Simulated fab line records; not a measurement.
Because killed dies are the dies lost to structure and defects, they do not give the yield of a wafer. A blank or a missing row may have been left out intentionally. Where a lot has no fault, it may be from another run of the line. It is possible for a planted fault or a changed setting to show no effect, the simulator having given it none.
Check of tool commonality | flow berkeley-cmos170 | Sample size 14 lots and 42 wafers

WHY IT WAS OPENED
Of 14 lots, 2 have the reading PLDD_RS flagged at UCB170_SDANNEAL_RS_MEAS_04. No-fault wafers: 1032.6 ohm/sq, standard deviation 2.2.
Rule: flag the lot when none of its wafers has a number, or when each of its wafers that has one lies beyond 4 standard deviations from that mean. The rest of the lots are taken to be sound.

lot  | measured     | on            | PLDD_RS (ohm/sq), wafer by wafer | flag
L504 | day 8 20:16  | film-metro-03 | 1033.6 1033.6 1035.3             |
L505 | day 9 04:49  | film-metro-03 | 1031.7 1030.0 1031.8             |
L506 | day 9 05:16  | film-metro-01 | 1031.4 1033.9 1031.5             |
L507 | day 9 19:12  | film-metro-04 | 1036.1 1035.8 1035.7             |
L509 | day 10 14:56 | film-metro-01 | 1032.1 1031.9 1032.3             |
L511 | day 10 15:23 | film-metro-04 | 1030.6 1032.5 1033.3             |
L508 | day 10 15:50 | film-metro-03 | 1031.5 1032.1 1034.4             |
L512 | day 11 05:21 | film-metro-01 | 1028.1 1030.6 1029.8             |
L515 | day 11 06:37 | film-metro-03 | 1031.9 1034.3 1033.0             |
L521 | day 12 03:23 | film-metro-04 | 1092.8 1089.3 1094.0             | FLAGGED
L520 | day 12 03:50 | film-metro-01 | 1090.9 1087.8 1088.0             | FLAGGED
L525 | day 12 23:44 | film-metro-04 | 1031.9 1032.1 1033.9             |
L526 | day 13 09:29 | film-metro-03 | 1032.8 1033.6 1035.9             |
L527 | day 13 12:45 | film-metro-01 | 1030.5 1030.5 1030.6             |
The mean of the flagged lots' numbers is 1090.5 ohm/sq, +57.9 ohm/sq from the usual (+26 standard deviations).

WHICH TOOL RAN EACH LOT
The record holds 1 process step before the reading, out of a route of 331 steps. Cell contents, in order: the tool; ch with the chambers the sampled wafers went through; the start.
lot  | flag    | UCB170_SPACER_ANNEAL_02
L504 |         | furnace-02 ch 0, day 8 13:47
L505 |         | furnace-04 ch 0, day 8 21:32
L506 |         | furnace-04 ch 0, day 8 21:32
L507 |         | furnace-04 ch 0, day 9 13:09
L509 |         | furnace-01 ch 0, day 10 08:04
L511 |         | furnace-01 ch 0, day 10 08:04
L508 |         | furnace-01 ch 0, day 10 08:04
L512 |         | furnace-04 ch 0, day 10 20:51
L515 |         | furnace-04 ch 0, day 10 20:51
L521 | FLAGGED | furnace-01 ch 0, day 11 18:31
L520 | FLAGGED | furnace-01 ch 0, day 11 18:31
L525 |         | furnace-04 ch 0, day 12 13:15
L526 |         | furnace-04 ch 0, day 13 00:11
L527 |         | furnace-04 ch 0, day 13 00:11
What is done by these steps:
- UCB170_SPACER_ANNEAL_02: time 1800 s.
- UCB170_SDANNEAL_RS_MEAS_04: measures by four-point-probe.

FLAGGED OVER TOTAL, TOOL BY TOOL (the gauges that took the reading come last)
step                       | tool          | lots run | flagged | share of the flagged lots | sound lots run after its first flagged lot
UCB170_SPACER_ANNEAL_02    | furnace-01    | 5        | 2       | all                       | 0
UCB170_SPACER_ANNEAL_02    | furnace-02    | 1        | 0       | none                      | -
UCB170_SPACER_ANNEAL_02    | furnace-04    | 8        | 0       | none                      | -
UCB170_SDANNEAL_RS_MEAS_04 | film-metro-01 | 5        | 1       | some                      | 1 (L527)
UCB170_SDANNEAL_RS_MEAS_04 | film-metro-03 | 5        | 0       | none                      | -
UCB170_SDANNEAL_RS_MEAS_04 | film-metro-04 | 4        | 1       | some                      | 1 (L525)

WHAT IS ALLOWED BY THE TABLE
All flagged lots share 1 row of the table, namely furnace-01 at UCB170_SPACER_ANNEAL_02.
- furnace-01 at UCB170_SPACER_ANNEAL_02: 2 of its 5 lots flagged. A fault beginning between L508 (day 10 08:04), its last sound lot, and L520 (day 11 18:31), its first flagged one, fits the data. Its own readings (spike-tc-centre-C, spike-tc-load-C, spike-tc-source-C, tube-center-temp-C, tube_center_temp_C_max) fall more than 4 standard deviations out on all wafers of the flagged lots.
Left over: one tool, furnace-01 at UCB170_SPACER_ANNEAL_02.

WHAT THE SIMULATOR HAD PUT IN
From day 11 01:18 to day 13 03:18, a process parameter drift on furnace-01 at UCB170_SPACER_ANNEAL_02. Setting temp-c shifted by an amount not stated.
Shown lots that were struck: L521, L520. The rule above found the same.
